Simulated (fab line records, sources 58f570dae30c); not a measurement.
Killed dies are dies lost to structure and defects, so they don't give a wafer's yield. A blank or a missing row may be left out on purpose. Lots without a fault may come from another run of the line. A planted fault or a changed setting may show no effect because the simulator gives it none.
fab line records | flow berkeley_cmos170 | part 2 of 2: steps 24 to 32 of 32
record lots=5 wafers=15 last_day=10
route steps=331 shown M2@287 V2@292 M3@309
lots that met no fault: from a run of the same line without faults
start_h: hours from the record's first day to the start of the lot's first wafer shown | wait_h: hours since the lot's step before | " the same as in the row above | L1.1+2: a row that stands for several wafers | - no value, or no start given | * or withheld: withheld | < > ~ a bound
route shown NAME@n: a module of which the file shows steps, and the number in the route of the first | usual: mean/standard deviation of fault-free wafers | same: alike in all rows | chamber/n: place in a boat | sites: the reading at each site | _std_site: their standard deviation | _edge_site: outer sites' mean less inner sites' | radius_mm: how far each site lies from the wafer's centre | mask NAME#n: copy n | behind: the tool/chamber that last shaped the wafer | hold: why the lot was held/for how many hours/how that ended | device: the transistor (n, p or np) that didn't switch | end of line: the same wafers' tests at the end of the route | a step without rows: its recipe alone | killed: dies lost to structure and defects at the first sort, not the wafer's yield | map: a wafer's dies, x killed, . not, _ none there
set.NAME: the setting as run; set.NAME@STEP: as run at that earlier step | model.NAME: the simulator's own value behind a step, which no gauge read
lots at some steps of the route; a table a step, a row a wafer
services: from which hour (start_h, from the record's first day; less than 0 if before it) a tool's chamber was out of use, for how many hours, and why
## steps
# step UCB170_M3_SPUTTER_01
# recipe material=Al target_thk_nm=900 time_s=120 power_w=6000 chamber_pressure_pa=0.5
# usual throttle_valve_pct=30.0/0.65
# columns lot.wafer tool chamber start_h wait_h throttle_valve_pct
L075.3 pvd_sputter-03 - 168.83 0.0 29.7
L075.4 " - " " 30.9
L075.5 " - " " 29.9
L082.1 pvd_sputter-02 - 210.35 0.0 30.7
L082.2 " - " " 29.5
L082.3 " - " " 29.3
L085.1 pvd_sputter-03 - 214.71 0.0 29.8
L085.3 " - " " 30.8
L085.5 " - " " 30.9
L088.1 pvd_sputter-03 - 225.87 0.0 31.1
L088.2 " - " " 29.7
L088.5 " - " " 30.8
L086.2 pvd_sputter-04 - 241.33 0.0 29.3
L086.4 " - " " 30.2
L086.5 " - " " 29.1
# step UCB170_M3_RS_MEAS_02
# recipe thk_meas_gauge=four-point-probe reads=Al_of_M3_SPUTTER_01
# usual M3_AL_RS=0.0322/0.00032
# columns lot.wafer tool chamber start_h wait_h M3_AL_RS[ohm/sq]
L075.3 film_metro-01 - 168.96 0.1 0.0322
L075.4 " - " " 0.0321
L075.5 " - " " 0.0321
L082.1 film_metro-03 - 210.43 0.0 0.0325
L082.2 " - " " 0.0324
L082.3 " - " " 0.0323
L085.1 film_metro-03 - 214.80 0.0 0.0322
L085.3 " - " " 0.0324
L085.5 " - " " 0.0324
L088.1 film_metro-01 - 225.95 0.0 0.0324
L088.2 " - " " 0.0322
L088.5 " - " " 0.0321
L086.2 film_metro-04 - 241.43 0.1 0.0318
L086.4 " - " " 0.0319
L086.5 " - " " 0.0316
# step UCB170_M3_THK_MEAS_03
# recipe thk_meas_gauge=xrf reads=Al_of_M3_SPUTTER_01
# usual M3_AL_THK=895/9.9
# columns lot.wafer tool chamber start_h wait_h M3_AL_THK[nm]
L075.3 film_metro-01 - 169.06 0.1 894
L075.4 " - " " 893
L075.5 " - " " 893
L082.1 film_metro-03 - 210.55 0.1 888
L082.2 " - " " 891
L082.3 " - " " 898
L085.1 film_metro-03 - 214.92 0.1 899
L085.3 " - " " 890
L085.5 " - " " 886
L088.1 film_metro-01 - 226.07 0.1 891
L088.2 " - " " 891
L088.5 " - " " 899
L086.2 film_metro-04 - 241.54 0.1 909
L086.4 " - " " 910
L086.5 " - " " 917
# step UCB170_M3_HMDS_04
# recipe prime_time_s=60 prime_temp_c=100
# usual chill_plate_temp_C=23.01/0.11 exhaust_pa=44.9/0.84
# columns lot.wafer tool chamber start_h wait_h chill_plate_temp_C exhaust_pa
L075.3 litho_track-04 0 169.90 0.8 22.94 44.4
L075.4 " 0 " " 22.98 44.4
L075.5 " 0 " " 22.91 46.5
L082.1 litho_track-03 0 210.61 0.1 23.02 44.4
L082.2 " 0 " " 23.11 45.4
L082.3 " 0 " " 23.08 45.3
L085.1 litho_track-03 0 215.16 0.2 23.04 46.4
L085.3 " 0 " " 23.10 47.1
L085.5 " 0 " " 22.97 45.4
L088.1 litho_track-03 0 226.32 0.2 22.87 43.4
L088.2 " 0 " " 22.96 43.3
L088.5 " 0 " " 23.00 44.8
L086.2 litho_track-01 0 241.62 0.1 22.97 46.0
L086.4 " 0 " " 22.96 43.9
L086.5 " 0 " " 22.77 45.4
# step UCB170_M3_COAT_05
# recipe resist=KrF spin_rpm=1500 resist_thk_nm=900
# usual chill_plate_temp_C=23.02/0.11 exhaust_pa=44.9/0.88
# columns lot.wafer tool chamber start_h wait_h chill_plate_temp_C exhaust_pa
L075.3 litho_track-04 0 170.05 0.1 23.23 45.0
L075.4 " 0 " " 23.10 46.0
L075.5 " 0 " " 23.28 43.9
L082.1 litho_track-03 0 210.76 0.1 23.05 46.9
L082.2 " 0 " " 22.94 45.9
L082.3 " 0 " " 23.06 45.5
L085.1 litho_track-03 0 215.31 0.1 22.93 43.2
L085.3 " 0 " " 23.02 44.5
L085.5 " 0 " " 23.04 44.6
L088.1 litho_track-03 0 226.47 0.1 23.04 45.9
L088.2 " 0 " " 22.96 45.4
L088.5 " 0 " " 23.15 45.6
L086.2 litho_track-01 0 241.77 0.1 22.93 45.1
L086.4 " 0 " " 22.91 45.9
L086.5 " 0 " " 22.94 46.5
# step UCB170_M3_SOFTBAKE_06
# recipe resist=KrF temp_c=130 time_s=60
# usual chill_plate_temp_C=23.00/0.094 exhaust_pa=44.8/0.79 heater_power_total_W=56.80/0.045
# columns lot.wafer tool chamber start_h wait_h chill_plate_temp_C exhaust_pa heater_power_total_W
L075.3 litho_track-04 0 170.20 0.1 23.03 43.6 56.85
L075.4 " 0 " " 23.04 44.7 56.76
L075.5 " 0 " " 23.06 44.4 56.77
L082.1 litho_track-03 0 210.91 0.1 23.01 43.6 56.81
L082.2 " 0 " " 22.89 45.4 56.82
L082.3 " 0 " " 22.99 44.7 56.81
L085.1 litho_track-03 0 215.46 0.1 23.08 44.1 56.78
L085.3 " 0 " " 23.18 44.3 56.88
L085.5 " 0 " " 23.08 43.7 56.88
L088.1 litho_track-03 0 226.62 0.1 23.05 45.3 56.84
L088.2 " 0 " " 23.09 45.0 56.83
L088.5 " 0 " " 22.96 45.8 56.75
L086.2 litho_track-01 0 241.92 0.1 23.04 45.2 56.75
L086.4 " 0 " " 22.89 46.0 56.78
L086.5 " 0 " " 23.01 45.3 56.81
# step UCB170_M3_STRIP_07
# recipe chemistry=O2 power_w=400 pressure_mtorr=3500 platen_temp_c=withheld o2_flow_sccm=400 overash_fraction=0.5
# usual drypump_motor_current_A=5.9/0.42 oes_product_au=0.735/0.0048 strip_time_to_endpoint_s=21.96/0.058
# same overash_fraction=0.5
# columns lot.wafer tool chamber start_h wait_h drypump_motor_current_A oes_product_au rf_hours_counter_h strip_time_to_endpoint_s
L075.3 plasma_asher-02 0 170.34 0.1 5.1 0.741 - 22.01
L075.4 " 1 " " 5.9 0.735 - 21.98
L075.5 " 0 " " 5.1 0.734 - 21.97
L082.1 plasma_asher-02 0 211.06 0.1 5.1 0.733 52 21.96
L082.2 " 1 " " 5.9 0.735 52 21.99
L082.3 " 0 " " 5.1 0.733 - 21.93
L085.1 plasma_asher-01 1 215.61 0.1 5.9 0.738 45 21.96
L085.3 " 0 " " 6.3 0.740 - 21.96
L085.5 " 1 " " 5.9 0.736 - 21.93
L088.1 plasma_asher-01 1 226.77 0.1 5.9 0.730 47 21.92
L088.2 " 0 " " 6.3 0.730 47 21.94
L088.5 " 1 " " 5.9 0.745 - 21.95
L086.2 plasma_asher-02 1 242.04 0.1 5.9 0.734 55 22.07
L086.4 " 0 " " 5.1 0.729 - 22.03
L086.5 " 1 " " 5.9 0.726 - 22.03
# step UCB170_M3_STRIP_08
# recipe chemistry=DMSO temp_c=80 time_s=600 material=KrF
# columns lot.wafer tool chamber start_h wait_h
L075.3+4+5 wet_bench-01 3 170.86 0.5
L082.1+2+3 wet_bench-03 3 211.16 0.1
L085.1+3+5 wet_bench-03 0 215.71 0.1
L088.1+2+5 wet_bench-03 3 227.86 1.1
L086.2+4+5 wet_bench-02 1 242.14 0.1
# step UCB170_M3_COAT_09
# recipe resist=BARC temp_c=withheld time_s=withheld spin_rpm=3000 resist_thk_nm=withheld
# usual chill_plate_temp_C=* exhaust_pa=45.2/0.87
# columns lot.wafer tool chamber start_h wait_h chill_plate_temp_C exhaust_pa
L075.3 litho_track-03 0 172.37 1.2 * 46.6
L075.4 " 0 " " * 45.7
L075.5 " 0 " " * 45.4
L082.1 litho_track-01 0 211.75 0.4 * 45.3
L082.2 " 0 " " * 44.9
L082.3 " 0 " " * 44.5
L085.1 litho_track-03 0 216.33 0.3 * 45.4
L085.3 " 0 " " * 44.4
L085.5 " 0 " " * 45.3
L088.1 litho_track-01 0 228.04 0.0 * 45.8
L088.2 " 0 " " * 45.0
L088.5 " 0 " " * 45.8
L086.2 litho_track-01 0 242.34 0.0 * 44.5
L086.4 " 0 " " * 43.9
L086.5 " 0 " " * 44.0
## services
# columns tool chamber start_h hours kind
krf_scanner-01 - 144.27 0.8 pm
plasma_asher-02 - 145.97 2.8 pm
krf_scanner-01 - 155.98 3.5 repair
pecvd-01 - 164.46 2.8 pm
krf_scanner-01 - 166.39 1.0 pm
rie_metal-04 - 167.86 0.4 repair
rie_metal-01 1 178.62 1.4 repair
krf_scanner-01 - 181.32 3.1 repair
plasma_asher-04 - 190.74 28.1 pm
plasma_asher-03 - 191.66 4.7 repair
krf_scanner-02 - 195.27 1.0 pm
pecvd-02 - 198.11 5.5 pm
krf_scanner-02 - 198.70 0.8 pm
rie_diel-01 2 199.99 2.4 repair
rie_diel-04 1 201.02 26.1 repair
rie_diel-04 - 202.28 0.5 repair
rie_diel-01 1 205.51 33.8 repair
rie_metal-04 1 207.77 5.2 repair
wet_bench-03 - 212.05 1.9 pm
krf_scanner-01 - 212.41 1.3 pm
pvd_sputter-03 - 217.23 2.0 repair
cmp-02 - 217.54 0.3 repair
krf_scanner-02 - 229.85 1.3 pm
cmp-01 - 232.00 4.0 pm
